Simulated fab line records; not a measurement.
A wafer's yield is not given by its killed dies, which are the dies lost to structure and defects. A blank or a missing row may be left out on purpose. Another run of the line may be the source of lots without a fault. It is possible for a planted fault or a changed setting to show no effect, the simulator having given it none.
2 desks looking at one fault || flow berkeleyCmos170 || numbers are kept per desk, each desk with only its own; the story behind them comes last

METROLOGY DESK
Lot by lot, what the gauges showed, no matter which tool ran the lot: averages of those sampled wafers that carry a number. If a lot's mean is further than 4 standard deviations from the usual mean, the lot is out of limits and carries the mark OUT (the distance appears in the brackets).
Columns: A = NWELL_NITRIDE_THK at UCB170_NWELL_THK_MEAS_05, usual 225.1 nm; B = NWELL_TW at UCB170_NWELL_TW_MEAS_16, usual 1246; C = PWELL_NITRIDE_THK at UCB170_PWELL_THK_MEAS_06, usual 219.6 nm; D = PWELL_TW at UCB170_PWELL_TW_MEAS_17, usual 379.5
{"lot": "L742", "first seen here": "day 2 19:15", "A": 228.6, "B": 1248, "C": 215.2, "D": 380.5}
{"lot": "L745", "first seen here": "day 3 04:02", "A": 229.8, "B": 1242, "C": 222.1, "D": 379.7}
{"lot": "L746", "first seen here": "day 3 15:35", "A": 224.3, "B": 1244, "C": 218.6, "D": 378.1}
{"lot": "L747", "first seen here": "day 4 05:08", "A": 222.4, "B": 1238, "C": 223.7, "D": 379.8}
{"lot": "L748", "first seen here": "day 4 05:10", "A": 223.2, "B": 1249, "C": 217.7, "D": 382.0}
{"lot": "L750", "first seen here": "day 4 10:57", "A": 221.3, "B": 1241, "C": 221.6, "D": 380.5}
{"lot": "L749", "first seen here": "day 4 10:58", "A": 223.4, "B": 1247, "C": 221.3, "D": 381.1}
{"lot": "L751", "first seen here": "day 4 20:18", "A": 227.1, "B": 1249, "C": 219.2, "D": 383.3}
{"lot": "L754", "first seen here": "day 5 01:04", "A": 227.5, "B": 1245, "C": 223.3, "D": 378.1}
{"lot": "L757", "first seen here": "day 6 00:13", "A": 227.6, "B": "419 (-99 or more) OUT", "C": "-", "D": "-"}
{"lot": "L758", "first seen here": "day 6 00:14", "A": 222.3, "B": "382 (-99 or more) OUT", "C": "-", "D": "-"}
{"lot": "L761", "first seen here": "day 6 17:50", "A": 227.1, "B": 1238, "C": 219.9, "D": 381.0}
{"lot": "L762", "first seen here": "day 7 04:35", "A": 221.6, "B": 1250, "C": 221.1, "D": 376.5}
{"lot": "L764", "first seen here": "day 7 04:39", "A": 222.0, "B": 1252, "C": 219.6, "D": 379.9}
This desk reports L757, L758 out of limits; the earliest was L757 at day 6 02:20 (NWELL_TW at UCB170_NWELL_TW_MEAS_16). In limits: L742, L745, L746, L747, L748, L750, L749, L751, L754, L761, L762, L764.

AT THE TOOL OWNER'S DESK: lithoTrack-04
The tool's own readings at UCB170_NWELL_DEVELOP_11 (develop time 45 s): means of the sampled wafers that have a number, for each lot that ran on this tool. If a lot's mean is further than 4 standard deviations from the usual mean, the lot is out of limits and carries the mark OUT (the distance appears in the brackets).
Columns: A = chillPlateTempC at UCB170_NWELL_DEVELOP_11, usual 23.00 C; B = developerTempC at UCB170_NWELL_DEVELOP_11, usual 21.02 C
{"lot": "L745", "first seen here": "day 3 04:00", "A": 23.08, "B": 21.02}
{"lot": "L748", "first seen here": "day 4 06:00", "A": 22.95, "B": 21.06}
{"lot": "L750", "first seen here": "day 4 12:00", "A": 23.00, "B": 21.11}
{"lot": "L754", "first seen here": "day 5 02:00", "A": 22.98, "B": 21.00}
{"lot": "L757", "first seen here": "day 6 01:00", "A": 22.99, "B": 21.24}
{"lot": "L758", "first seen here": "day 6 02:00", "A": 23.00, "B": 21.12}
Result from this desk: across the 6 lots, nothing is out of limits.

ALL TOGETHER
At day 6 02:20 the metrology desk could have sounded an alarm, on L757, L758.
The tool owner's desk saw nothing out of limits.
The tool owner's desk has L757, L758 on record, within its limits.
Of the lots named, all ran UCB170_NWELL_DEVELOP_11 on lithoTrack-04.

WHAT THE SIMULATOR PUT IN
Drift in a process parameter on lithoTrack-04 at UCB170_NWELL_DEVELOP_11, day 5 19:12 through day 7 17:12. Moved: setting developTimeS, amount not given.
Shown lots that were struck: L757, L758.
Per desk, hours elapsed from the start of the fault to the first reading out of limits: for the metrology desk, 7.
